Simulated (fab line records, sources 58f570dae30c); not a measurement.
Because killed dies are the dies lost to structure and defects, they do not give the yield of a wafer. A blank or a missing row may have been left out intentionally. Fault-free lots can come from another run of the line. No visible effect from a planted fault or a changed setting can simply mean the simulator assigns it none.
The same fault as seen by 2 desks ; flow berkeley-cmos170 ; what lay behind the numbers comes last; until then each desk has only its own

## METROLOGY DESK
Lot by lot, what the gauges showed, no matter which tool ran the lot: averages of those sampled wafers that carry a number. The brackets show how far a lot's mean lies from the usual mean; more than 4 standard deviations puts the lot out of limits, marked OUT.
Columns: A = PWELL_NITRIDE_THK at UCB170_PWELL_THK_MEAS_06, usual 219.7 nm; B = NSD_RS at UCB170_SDANNEAL_RS_MEAS_03, usual 37.23 ohm/sq
lot;first seen here;A;B
L979;day 3 08:23;222.4;37.43
L981;day 3 18:45;220.7;37.17
L982;day 3 18:47;219.0;37.14
L983;day 4 01:12;219.1;37.22
L984;day 4 11:05;220.4;37.90 (+7.2) OUT
L989;day 5 03:04;219.2;37.84 (+6.6) OUT
L990;day 5 11:02;221.8;37.15
L993;day 6 05:21;218.9;37.28
L995;day 6 19:16;215.9;37.26
L998;day 7 03:59;220.5;37.17
L997;day 7 04:00;220.0;37.11
L999;day 7 12:52;220.9;37.19
L101;day 8 00:49;219.2;37.26
L102;day 8 00:52;217.5;37.21
Per this desk, out of limits: L984, L989; the first was L984, day 9 05:41 (NSD_RS at UCB170_SDANNEAL_RS_MEAS_03). Within limits: L979, L981, L982, L983, L990, L993, L995, L998, L997, L999, L101, L102.

## FOR THE TOOL OWNER'S DESK: implanter-02
For each lot that ran on this tool, the mean over its sampled wafers that have a number, from the tool's own readings at UCB170_NSD_IMPLANT_08. The brackets show how far a lot's mean lies from the usual mean; more than 4 standard deviations puts the lot out of limits, marked OUT.
Columns: A = beam-energy-keV at UCB170_NSD_IMPLANT_08, usual 40.000
lot;first seen here;A
L979;day 7 18:42;39.996
L981;day 8 11:07;39.992
L984;day 9 01:59;37.937 (-99 or more) OUT
L989;day 9 20:53;37.938 (-99 or more) OUT
L998;day 12 00:22;39.984
L997;day 12 01:05;40.017
L101;day 12 05:33;39.999
This desk's finding: out of limits on L984, L989; first on L984, day 9 01:59 (beam-energy-keV at UCB170_NSD_IMPLANT_08). Within limits: L979, L981, L998, L997, L101.

## PUT TOGETHER
The tool owner's desk could have raised an alarm at day 9 01:59, on L984, L989.
At day 9 05:41 the metrology desk could have sounded an alarm, on L984, L989.
The lots listed all ran UCB170_NSD_IMPLANT_08 on implanter-02.

## WHAT THE SIMULATOR HAD PUT IN
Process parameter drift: implanter-02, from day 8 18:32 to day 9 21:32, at UCB170_NSD_IMPLANT_08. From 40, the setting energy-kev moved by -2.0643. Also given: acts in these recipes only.
Struck lots among those shown: L984, L989.
Fault start to first reading out of limits, in hours, per desk: tool owner, 7; metrology, 11.
